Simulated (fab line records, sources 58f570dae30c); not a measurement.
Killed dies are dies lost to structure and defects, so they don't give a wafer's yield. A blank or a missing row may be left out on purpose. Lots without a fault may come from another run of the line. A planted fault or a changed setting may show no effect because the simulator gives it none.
Split-lot experiment | flow berkeley_cmos170 | 5 lots, 23 wafers read, on a route of 331 steps

THE SPLIT
At UCB170_V1_EXPOSE_09 (exposes mask VIA1, target cd 700 nm), the setting dose_mj was moved away from the recipe's 37 on 5 of the 23 wafers read, by -3.3% to +4.6%. The other wafers ran this setting at the recipe's value.

FROM THE SPLIT TO THE READING: what the file shows between them, 5 steps
- UCB170_V1_PEB_10
- UCB170_V1_DEVELOP_11: develop time 45 s
- UCB170_V1_CD_MEAS_12: target cd 700 nm
- UCB170_V1_ETCH_14: etches SiO2 in CHF3/CF4/Ar, stops on Al, target depth 1250 nm, time 291 s
- UCB170_V1_STRIP_15: strips in O2

THE READING
cd_nm, in nm, at UCB170_V1_CD_MEAS_90 (target cd 700 nm). Fault-free wafers of this fab line usually give 699.6 nm, standard deviation 1.2 nm.

wafer  | tool, chamber at the split | dose_mj as run | against the recipe | cd_nm, nm | against lot-mates on the recipe
L078.1 | krf_scanner-02, 0          | 37             | recipe             | 696.9     | -
L078.2 | krf_scanner-02, 0          | 38.69          | +4.6%              | 707.1     | +9.2
L078.3 | krf_scanner-02, 0          | 38.69          | +4.6%              | 706.4     | +8.5
L078.4 | krf_scanner-02, 0          | 37             | recipe             | 698.9     | -
L078.6 | krf_scanner-02, 0          | 38.69          | +4.6%              | 708.5     | +10.6
L079.2 | krf_scanner-02, 0          | 37             | recipe             | 699.2     | -
L079.3 | krf_scanner-02, 0          | 37             | recipe             | 700.4     | -
L079.6 | krf_scanner-02, 0          | 37             | recipe             | 700.6     | -
L081.1 | krf_scanner-01, 0          | 37             | recipe             | 700.8     | -
L081.2 | krf_scanner-01, 0          | 35.78          | -3.3%              | 694.4     | -5.8
L081.3 | krf_scanner-01, 0          | 37             | recipe             | 700.0     | -
L081.5 | krf_scanner-01, 0          | 37             | recipe             | 699.8     | -
L081.6 | krf_scanner-01, 0          | 35.78          | -3.3%              | 694.0     | -6.2
L084.1 | krf_scanner-02, 0          | 37             | recipe             | 699.9     | -
L084.2 | krf_scanner-02, 0          | 37             | recipe             | 699.0     | -
L084.4 | krf_scanner-02, 0          | 37             | recipe             | 700.7     | -
L084.5 | krf_scanner-02, 0          | 37             | recipe             | 698.6     | -
L084.6 | krf_scanner-02, 0          | 37             | recipe             | 700.6     | -
L085.1 | krf_scanner-01, 0          | 37             | recipe             | 698.9     | -
L085.2 | krf_scanner-01, 0          | 37             | recipe             | 697.7     | -
L085.3 | krf_scanner-01, 0          | 37             | recipe             | 698.1     | -
L085.4 | krf_scanner-01, 0          | 37             | recipe             | 696.9     | -
L085.6 | krf_scanner-01, 0          | 37             | recipe             | 699.5     | -

THE FIT
A straight line over all 23 wafers: cd_nm changes by +1.7 nm for each +1% of dose_mj; r = +0.94; the points scatter about the line by 1.2 nm.
The same after taking each lot's own level away (the mean of its wafers on the recipe; 23 wafers): +1.99 nm for each +1%; r = +0.98; scatter 0.83 nm.
On that fit, the largest move of dose_mj shifts the reading by 9.1 nm.
The lots' own levels span 697.90 to 700.20 nm, that is 1.9 times the standard deviation above.
So the lot-to-lot level changes the slope: the two fits differ.
Check: with one of the wafers moved furthest among these (+4.6%) left out of the fit, the line predicts +9.2 nm for it against its lot-mates. It came out at +9.2 nm against them.

THE WHOLE CHAIN: every reading that the file lists as answering this split, in the file's order
step                 | what it does                                                              | reading                                                   | change (the file's fit)              | r (the file's)
UCB170_V1_CD_MEAS_12 | target cd 700 nm                                                          | cd_nm                                                     | +1.78 nm for each +1% of the setting | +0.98
UCB170_V1_ETCH_14    | etches SiO2 in CHF3/CF4/Ar, stops on Al, target depth 1250 nm, time 291 s | V1.cd_nm (the simulator's own value, which no gauge read) | +1.95 nm for each +1% of the setting | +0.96
UCB170_V1_CD_MEAS_90 | target cd 700 nm                                                          | cd_nm                                                     | +1.98 nm for each +1% of the setting | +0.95

THE FILE'S OWN FIT
cd_nm changes by +1.98 nm for each +1% of dose_mj, r = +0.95.
